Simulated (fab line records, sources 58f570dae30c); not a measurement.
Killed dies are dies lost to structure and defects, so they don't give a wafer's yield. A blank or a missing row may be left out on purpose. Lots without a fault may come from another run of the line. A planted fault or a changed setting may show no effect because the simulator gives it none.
fab line records | flow berkeley_cmos170
record lots=5 wafers=23
route steps=331 shown PLDD@149 NLDD@167 SPACER@173 PSD@178 BACKSIDE@201 CONTACT@226 M1@242 V1@264
start_h: hours from the record's first day to the start of the lot's first wafer shown | wait_h: hours since the lot's step before | " the same as in the row above | L1.1+2: a row that stands for several wafers | - no value, or no start given | * or withheld: withheld | < > ~ a bound
route shown NAME@n: a module of which the file shows steps, and the number in the route of the first | usual: mean/standard deviation of fault-free wafers | same: alike in all rows | chamber/n: place in a boat | sites: the reading at each site | _std_site: their standard deviation | _edge_site: outer sites' mean less inner sites' | radius_mm: how far each site lies from the wafer's centre | mask NAME#n: copy n | behind: the tool/chamber that last shaped the wafer | hold: why the lot was held/for how many hours/how that ended | device: the transistor (n, p or np) that didn't switch | end of line: the same wafers' tests at the end of the route | a step without rows: its recipe alone | killed: dies lost to structure and defects at the first sort, not the wafer's yield | map: a wafer's dies, x killed, . not, _ none there
set.NAME: the setting as run; set.NAME@STEP: as run at that earlier step | model.NAME: the simulator's own value behind a step, which no gauge read
lots whose settings were changed on purpose; a table a step, a row a wafer
## steps
# step UCB170_PLDD_PEB_04
# recipe peb_temp_c=130 peb_time_s=withheld resist=KrF
# columns lot.wafer tool chamber start_h wait_h set.peb_temp_c
L075.2+3 litho_track-01 0 192.33 0.3 130
L075.4+5+6 " 0 " " 126.1
L078.2+3+6 litho_track-04 0 210.79 0.3 130
L078.4+5 " 0 " " 126.8
L077.1+2+3+4+6 litho_track-01 0 211.09 0.2 130
L080.1+2+4 litho_track-02 0 228.17 0.4 128.8
L080.3+6 " 0 " " 130
L082.3+5+6 litho_track-04 0 228.37 0.3 130
# step UCB170_PLDD_DEVELOP_05
# recipe developer=TMAH develop_time_s=45 resist=KrF dev_temp_c=21
# step UCB170_PLDD_CD_MEAS_06
# recipe target_cd_nm=1200
# usual cd_nm=1200.1/1.6
# columns lot.wafer tool chamber start_h wait_h set.peb_temp_c@PLDD_PEB_04 cd_nm
L075.2 cd_sem-01 - 192.60 - 130 1202.9
L075.3 " - " " 130 1200.3
L075.4 " - " " 126.1 1172.8
L075.5 " - " " 126.1 1168.3
L075.6 " - " " 126.1 1167.9
L078.2 cd_sem-01 - 211.06 - 130 1204.3
L078.3 " - " " 130 1203.2
L078.4 " - " " 126.8 1176.3
L078.5 " - " " 126.8 1179.3
L078.6 " - " " 130 1202.7
L077.1 cd_sem-02 - 211.37 - 130 1199.4
L077.2 " - " " 130 1200.0
L077.3 " - " " 130 1198.2
L077.4 " - " " 130 1198.5
L077.6 " - " " 130 1198.5
L080.1 cd_sem-02 - 228.44 - 128.8 1192.2
L080.2 " - " " 128.8 1191.6
L080.3 " - " " 130 1201.4
L080.4 " - " " 128.8 1193.1
L080.6 " - " " 130 1199.1
L082.3 cd_sem-01 - 228.64 - 130 1199.8
L082.5 " - " " 130 1198.8
L082.6 " - " " 130 1199.4
# step UCB170_PLDD_IMPLANT_08
# recipe species=BF2 dose_cm2=5e+13 energy_kev=10 tilt_deg=7 rotation_deg=0
# step UCB170_PLDD_IMPLANT_09
# recipe species=BF2 dose_cm2=5e+13 energy_kev=10 tilt_deg=7 rotation_deg=180
# step UCB170_PLDD_STRIP_10
# recipe chemistry=O2 power_w=400 pressure_mtorr=3500 platen_temp_c=withheld o2_flow_sccm=400 overash_fraction=0.5
# usual strip_time_to_endpoint_s=21.61/0.059
# columns lot.wafer tool chamber start_h wait_h set.resist_thk_nm@PLDD_COAT_01 strip_time_to_endpoint_s
L075.2 plasma_asher-03 1 193.03 0.1 855.6 20.47
L075.3 " 0 " " 900 21.49
L075.4 " 1 " " 855.6 20.47
L075.5 " 0 " " 900 21.52
L075.6 " 1 " " 900 21.48
L078.2 plasma_asher-04 0 211.50 0.1 900 21.60
L078.3 " 0 " " 884.5 21.25
L078.4 " 1 " " 900 21.59
L078.5 " 1 " " 884.5 21.27
L078.6 " 0 " " 884.5 21.30
L077.1 plasma_asher-03 0 211.82 0.1 900 21.67
L077.2 " 1 " " 900 21.64
L077.3 " 1 " " 942.6 22.65
L077.4 " 0 " " 942.6 22.66
L077.6 " 1 " " 900 21.66
L080.1 plasma_asher-02 0 228.90 0.1 878.4 21.11
L080.2 " 1 " " 878.4 21.11
L080.3 " 1 " " 900 21.58
L080.4 " 0 " " 900 21.55
L080.6 " 0 " " 900 21.55
L082.3 plasma_asher-03 1 229.09 0.1 900 21.70
L082.5 " 0 " " 900 21.72
L082.6 " 1 " " 900 21.57
# step UCB170_NLDD_IMPLANT_09
# recipe species=As dose_cm2=5e+13 energy_kev=30 tilt_deg=7 rotation_deg=180
# columns lot.wafer tool chamber start_h wait_h set.energy_kev model.implant.drp_nm
L075.2+3+5 implanter-04 0 194.56 0.1 28.75 9.318
L075.4+6 " 0 " " 30 9.611
L078.2+3+4 implanter-04 0 213.38 0.1 31.46 9.952
L078.5+6 " 0 " " 30 9.611
L077.1+2+3 implanter-01 0 213.48 0.1 29.32 9.452
L077.4+6 " 0 " " 30 9.611
L080.1+3+4 implanter-02 0 231.34 0.1 30 9.611
L080.2+6 " 0 " " 29.2 9.424
L082.3+5+6 implanter-04 0 231.45 0.1 30 9.611
# step UCB170_SPACER_ANNEAL_02
# recipe temp_c=900 time_s=1800 ambient=N2
# columns lot.wafer tool chamber start_h wait_h set.temp_c
L075.2+3+4+5+6 - - - 7.1 907.3
L077.1+2+3+4+6 - - - 3.7 900
L078.2+3+4+5+6 - - - 3.9 900
L080.1+2+3+4+6 - - - 5.9 916.9
L082.3+5+6 furnace-01 0 237.78 5.7 900
# step UCB170_PSD_EXPOSE_03
# recipe mask_id=PSELECT_MOD na=0.5 sigma_outer=0.6 source_shape=conventional target_cd_nm=1200 dose_mj=30
# columns lot.wafer tool chamber start_h wait_h mask set.dose_mj
L075.2+3+4+5+6 krf_scanner-01 0 - - PSELECT_MOD#0 30
L078.2+5 krf_scanner-01 0 219.97 0.2 PSELECT_MOD#0 30
L078.3+4+6 " 0 " " PSELECT_MOD#0 32.08
L077.1+2 krf_scanner-02 0 220.19 0.5 PSELECT_MOD#0 30
L077.3+4+6 " 0 " " PSELECT_MOD#0 28.51
L080.1+6 krf_scanner-02 0 240.52 0.4 PSELECT_MOD#0 30
L080.2+3+4 " 0 " " PSELECT_MOD#0 29.19
L082.3+5+6 krf_scanner-02 0 240.92 0.7 PSELECT_MOD#0 30
# step UCB170_PSD_PEB_04
# recipe peb_temp_c=130 peb_time_s=withheld resist=KrF
# step UCB170_PSD_DEVELOP_05
# recipe developer=TMAH develop_time_s=46.88 resist=KrF dev_temp_c=21
# columns lot.wafer tool chamber start_h wait_h set.dose_mj@PSD_EXPOSE_03 model.PSD.cd_nm
L075.2 litho_track-03 0 - - 30 1201
L075.3+6 " 0 " " 30 1200
L075.4 " 0 " " 30 1198
L075.5 " 0 " " 30 1199
L078.2+5 litho_track-01 0 - - 30 1202
L078.3 " 0 " " 32.08 1215
L078.4 " 0 " " 32.08 1214
L078.6 " 0 " " 32.08 1213
L077.1+2 litho_track-03 0 - - 30 1199
L077.3+4 " 0 " " 28.51 1190
L077.6 " 0 " " 28.51 1189
L080.1+6 litho_track-03 0 - - 30 1199
L080.2+3 " 0 " " 29.19 1196
L080.4 " 0 " " 29.19 1195
L082.3+5 litho_track-03 0 - - 30 1199
L082.6 " 0 " " 30 1200
# step UCB170_PSD_CD_MEAS_06
# recipe target_cd_nm=1200
# usual cd_nm=1200.7/1.3
# columns lot.wafer tool chamber start_h wait_h set.dose_mj@PSD_EXPOSE_03 cd_nm
L075.2 cd_sem-01 - 206.51 - 30 1201.1
L075.3 " - " " 30 1199.8
L075.4 " - " " 30 1199.0
L075.5 " - " " 30 1198.7
L075.6 " - " " 30 1199.5
L078.2 cd_sem-02 - 220.36 - 30 1201.9
L078.3 " - " " 32.08 1215.0
L078.4 " - " " 32.08 1213.2
L078.5 " - " " 30 1202.0
L078.6 " - " " 32.08 1213.3
L077.1 cd_sem-01 - 220.58 - 30 1199.2
L077.2 " - " " 30 1199.3
L077.3 " - " " 28.51 1190.4
L077.4 " - " " 28.51 1190.7
L077.6 " - " " 28.51 1189.5
L080.1 cd_sem-01 - 241.07 - 30 1199.1
L080.2 " - " " 29.19 1196.3
L080.3 " - " " 29.19 1195.6
L080.4 " - " " 29.19 1195.1
L080.6 " - " " 30 1199.4
L082.3 cd_sem-01 - 241.93 - 30 1198.7
L082.5 " - " " 30 1199.2
L082.6 " - " " 30 1200.1
# step UCB170_BACKSIDE_SOFTBAKE_02
# recipe resist=KrF temp_c=130 time_s=60
# columns lot.wafer tool chamber start_h wait_h set.time_s
L075.2+3+4 litho_track-02 0 210.69 0.1 60
L075.5+6 " 0 " " 54.71
L078.2+3+5 litho_track-02 0 223.42 0.1 52.59
L078.4+6 " 0 " " 60
L077.1+4 litho_track-01 0 224.12 0.1 60
L077.2+3+6 " 0 " " 54.57
L080.1+4 litho_track-01 0 246.07 0.1 55.77
L080.2+3+6 " 0 " " 60
L082.3+5+6 litho_track-04 0 246.47 0.1 60
# step UCB170_BACKSIDE_STRIP_03
# recipe chemistry=O2 power_w=400 pressure_mtorr=3500 platen_temp_c=withheld o2_flow_sccm=400 overash_fraction=0.5
# step UCB170_BACKSIDE_CLEAN_04
# recipe chemistry=SPM temp_c=120 time_s=600
# step UCB170_SDANNEAL_RS_MEAS_04
# recipe thk_meas_gauge=four-point-probe
# usual PLDD_RS=1029/3
# columns lot.wafer tool chamber start_h wait_h set.temp_c@SPACER_ANNEAL_02 PLDD_RS[ohm/sq]
L075.2 film_metro-02 - 211.49 0.1 907.3 1006
L075.3 " - " " 907.3 1005
L075.4 " - " " 907.3 1006
L075.5 " - " " 907.3 1006
L075.6 " - " " 907.3 1003
L078.2 film_metro-02 - 224.22 0.1 900 1028
L078.3 " - " " 900 1030
L078.4 " - " " 900 1030
L078.5 " - " " 900 1031
L078.6 " - " " 900 1029
L077.1 film_metro-04 - 224.92 0.1 900 1027
L077.2 " - " " 900 1026
L077.3 " - " " 900 1027
L077.4 " - " " 900 1027
L077.6 " - " " 900 1023
L080.1 film_metro-02 - 246.86 0.1 916.9 974
L080.2 " - " " 916.9 976
L080.3 " - " " 916.9 973
L080.4 " - " " 916.9 975
L080.6 " - " " 916.9 977
L082.3 film_metro-04 - 247.25 0.1 900 1028
L082.5 " - " " 900 1027
L082.6 " - " " 900 1027
# step UCB170_CONTACT_COAT_10
# recipe resist=KrF spin_rpm=1500 resist_thk_nm=900
# columns lot.wafer tool chamber start_h wait_h set.spin_rpm model.KrF_of_CONTACT_COAT_10.thk_nm
L075.2 litho_track-02 0 - - 1500 902.6
L075.3 " 0 " " 1500 901.4
L075.4 " 0 " " 1500 901.5
L075.5 " 0 " " 1500 900.7
L075.6 " 0 " " 1500 901.1
L078.2 litho_track-03 0 - - 1500 896.3
L078.3 " 0 " " 1421 924.7
L078.4 " 0 " " 1421 923.2
L078.5 " 0 " " 1421 922.4
L078.6 " 0 " " 1500 896.5
L077.1 litho_track-02 0 - - 1391 935.9
L077.2 " 0 " " 1500 902
L077.3 " 0 " " 1500 904.2
L077.4 " 0 " " 1391 936.9
L077.6 " 0 " " 1391 933.8
L082.3 litho_track-01 0 - - 1500 899
L082.5 " 0 " " 1500 897.8
L082.6 " 0 " " 1500 900.6
L080.1 litho_track-02 0 - - 1500 901.1
L080.2+4 " 0 " " 1500 902.7
L080.3 " 0 " " 1500 901.5
L080.6 " 0 " " 1500 901.9
# step UCB170_M1_COAT_04
# recipe resist=KrF spin_rpm=1500 resist_thk_nm=900
# columns lot.wafer tool chamber start_h wait_h set.spin_rpm model.KrF_of_M1_COAT_04.thk_nm
L075.2 litho_track-03 0 - - 1438 922.3
L075.3 " 0 " " 1500 904.7
L075.4 " 0 " " 1500 904.5
L075.5 " 0 " " 1438 921.4
L075.6 " 0 " " 1438 921
L078.2 litho_track-04 0 - - 1500 897.9
L078.3 " 0 " " 1415 924.4
L078.4 " 0 " " 1500 898.5
L078.5 " 0 " " 1415 925.1
L078.6 " 0 " " 1500 900.3
L077.1 litho_track-04 0 - - 1418 923.5
L077.2 " 0 " " 1500 898.9
L077.3 " 0 " " 1418 924.6
L077.4 " 0 " " 1500 899.5
L077.6 " 0 " " 1500 900.1
L082.3 litho_track-03 0 - - 1500 899.7
L082.5 " 0 " " 1500 899.8
L082.6 " 0 " " 1500 900.3
L080.1 litho_track-01 0 - - 1500 902.6
L080.2 " 0 " " 1500 901.1
L080.3 " 0 " " 1500 904.1
L080.4 " 0 " " 1500 903.4
L080.6 " 0 " " 1500 904
# step UCB170_V1_PEB_10
# recipe peb_temp_c=130 peb_time_s=withheld resist=KrF
# columns lot.wafer tool chamber start_h wait_h set.peb_temp_c
L075.2+4+5 litho_track-02 0 222.39 0.6 133.3
L075.3+6 " 0 " " 130
L078.2+3+4+5+6 litho_track-02 0 234.85 0.3 130
L077.1+2+4 litho_track-02 0 238.48 0.1 132.7
L077.3+6 " 0 " " 130
L082.3+5+6 litho_track-02 0 - - 130
L080.1+2+6 litho_track-03 0 - - 133.2
L080.3+4 " 0 " " 130
# step UCB170_V1_DEVELOP_11
# recipe developer=TMAH develop_time_s=45 resist=KrF dev_temp_c=21
# step UCB170_V1_CD_MEAS_12
# recipe target_cd_nm=700
# usual cd_nm=700.2/1.4
# columns lot.wafer tool chamber start_h wait_h set.peb_temp_c@V1_PEB_10 cd_nm
L075.2 cd_sem-01 - 222.66 - 133.3 717.1
L075.3 " - " " 130 700.3
L075.4 " - " " 133.3 717.4
L075.5 " - " " 133.3 718.0
L075.6 " - " " 130 699.9
L078.2 cd_sem-02 - 235.12 - 130 700.8
L078.3 " - " " 130 700.1
L078.4 " - " " 130 700.6
L078.5 " - " " 130 701.5
L078.6 " - " " 130 700.7
L077.1 cd_sem-02 - 238.75 - 132.7 713.8
L077.2 " - " " 132.7 714.5
L077.3 " - " " 130 698.7
L077.4 " - " " 132.7 714.2
L077.6 " - " " 130 698.5
L080.1 cd_sem-01 - 265.15 - 133.2 720.2
L080.2 " - " " 133.2 719.8
L080.3 " - " " 130 702.7
L080.4 " - " " 130 702.4
L080.6 " - " " 133.2 719.4
L082.3 cd_sem-02 - 265.15 - 130 698.1
L082.5 " - " " 130 698.4
L082.6 " - " " 130 698.8
# step UCB170_V1_ETCH_14
# recipe chemistry=CHF3/CF4/Ar target=SiO2 stop_on=Al CHF3_flow_sccm=45 cf4_flow_sccm=15 Ar_flow_sccm=150 pressure_mtorr=200 rf_w=700 target_depth_a=12500 over_etch_frac=0.25 time_s=291
# columns lot.wafer tool chamber start_h wait_h set.peb_temp_c@V1_PEB_10 model.V1.cd_nm
L075.2+4 rie_diel-03 0,3 222.80 0.0 133.3 717.7
L075.3 " 1 " " 130 699.8
L075.5 " 0 " " 133.3 719
L075.6 " 3 " " 130 700.1
L078.2+3 rie_diel-02 3,1 235.26 0.0 130 699.6
L078.4+6 " 2 " " 130 700.1
L078.5 " 3 " " 130 700.5
L077.1 rie_diel-04 3 238.91 0.0 132.7 714.4
L077.2 " 2 " " 132.7 714
L077.3 " 1 " " 130 699.3
L077.4 " 0 " " 132.7 713.7
L077.6 " 1 " " 130 699.1
L082.3 rie_diel-03 0 265.27 0.0 130 698.9
L082.5 " 3 " " 130 698.8
L082.6 " 2 " " 130 698.7
L080.1 rie_diel-04 0 265.31 0.0 133.2 720.7
L080.2 " 2 " " 133.2 720.4
L080.3 " 1 " " 130 704.2
L080.4 " 3 " " 130 702.2
L080.6 " 0 " " 133.2 719.3
# step UCB170_V1_STRIP_15
# recipe chemistry=O2 power_w=400 pressure_mtorr=3500 platen_temp_c=withheld o2_flow_sccm=400 overash_fraction=0.5
# step UCB170_V1_CD_MEAS_90
# recipe target_cd_nm=700
# usual cd_nm=700.2/1.6
# columns lot.wafer tool chamber start_h wait_h set.peb_temp_c@V1_PEB_10 cd_nm
L075.2 cd_sem-01 - 223.10 0.1 133.3 717.8
L075.3 " - " " 130 699.8
L075.4 " - " " 133.3 718.0
L075.5 " - " " 133.3 718.9
L075.6 " - " " 130 699.9
L078.2 cd_sem-01 - 235.55 0.1 130 699.5
L078.3 " - " " 130 699.8
L078.4 " - " " 130 700.2
L078.5 " - " " 130 700.7
L078.6 " - " " 130 700.1
L077.1 cd_sem-01 - 239.19 0.1 132.7 714.5
L077.2 " - " " 132.7 714.1
L077.3 " - " " 130 699.6
L077.4 " - " " 132.7 713.8
L077.6 " - " " 130 699.2
L082.3 cd_sem-02 - 265.58 0.1 130 698.9
L082.5 " - " " 130 699.4
L082.6 " - " " 130 698.4
L080.1 cd_sem-01 - 265.66 0.1 133.2 720.5
L080.2 " - " " 133.2 720.8
L080.3 " - " " 130 704.3
L080.4 " - " " 130 702.1
L080.6 " - " " 133.2 718.9
## key
split step=UCB170_PLDD_PEB_04 setting=peb_temp_c stated=130 by=wafer
response step=UCB170_PLDD_CD_MEAS_06 reading=cd_nm change=+10.4 per=1% r=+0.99
split step=UCB170_NLDD_IMPLANT_09 setting=energy_kev stated=30 by=wafer
response step=UCB170_NLDD_IMPLANT_09 reading=model.implant.drp_nm change=+0.0702 per=1% r=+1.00
split step=UCB170_SPACER_ANNEAL_02 setting=temp_c stated=900 by=lot
response step=UCB170_SDANNEAL_RS_MEAS_04 reading=PLDD_RS change=-28.1 per=1% r=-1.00
split step=UCB170_PSD_EXPOSE_03 setting=dose_mj stated=30 by=wafer
response step=UCB170_PSD_DEVELOP_05 reading=model.PSD.cd_nm change=+1.76 per=1% r=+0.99
response step=UCB170_PSD_CD_MEAS_06 reading=cd_nm change=+1.71 per=1% r=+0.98
split step=UCB170_BACKSIDE_SOFTBAKE_02 setting=time_s stated=60 by=wafer
response none clear
split step=UCB170_CONTACT_COAT_10 setting=spin_rpm stated=1500 by=wafer
response step=UCB170_CONTACT_COAT_10 reading=model.KrF_of_CONTACT_COAT_10.thk_nm change=-4.69 per=1% r=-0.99
split step=UCB170_M1_COAT_04 setting=spin_rpm stated=1500 by=wafer
response step=UCB170_M1_COAT_04 reading=model.KrF_of_M1_COAT_04.thk_nm change=-4.43 per=1% r=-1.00
split step=UCB170_V1_PEB_10 setting=peb_temp_c stated=130 by=wafer
response step=UCB170_V1_CD_MEAS_12 reading=cd_nm change=+7.06 per=1% r=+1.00
response step=UCB170_V1_ETCH_14 reading=model.V1.cd_nm change=+7.05 per=1% r=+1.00
response step=UCB170_V1_CD_MEAS_90 reading=cd_nm change=+7.07 per=1% r=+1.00
split outside_this_file step=UCB170_PLDD_COAT_01 setting=resist_thk_nm
# split outside_this_file: this setting was split too, and the file shows its column; the key of that split is in another file
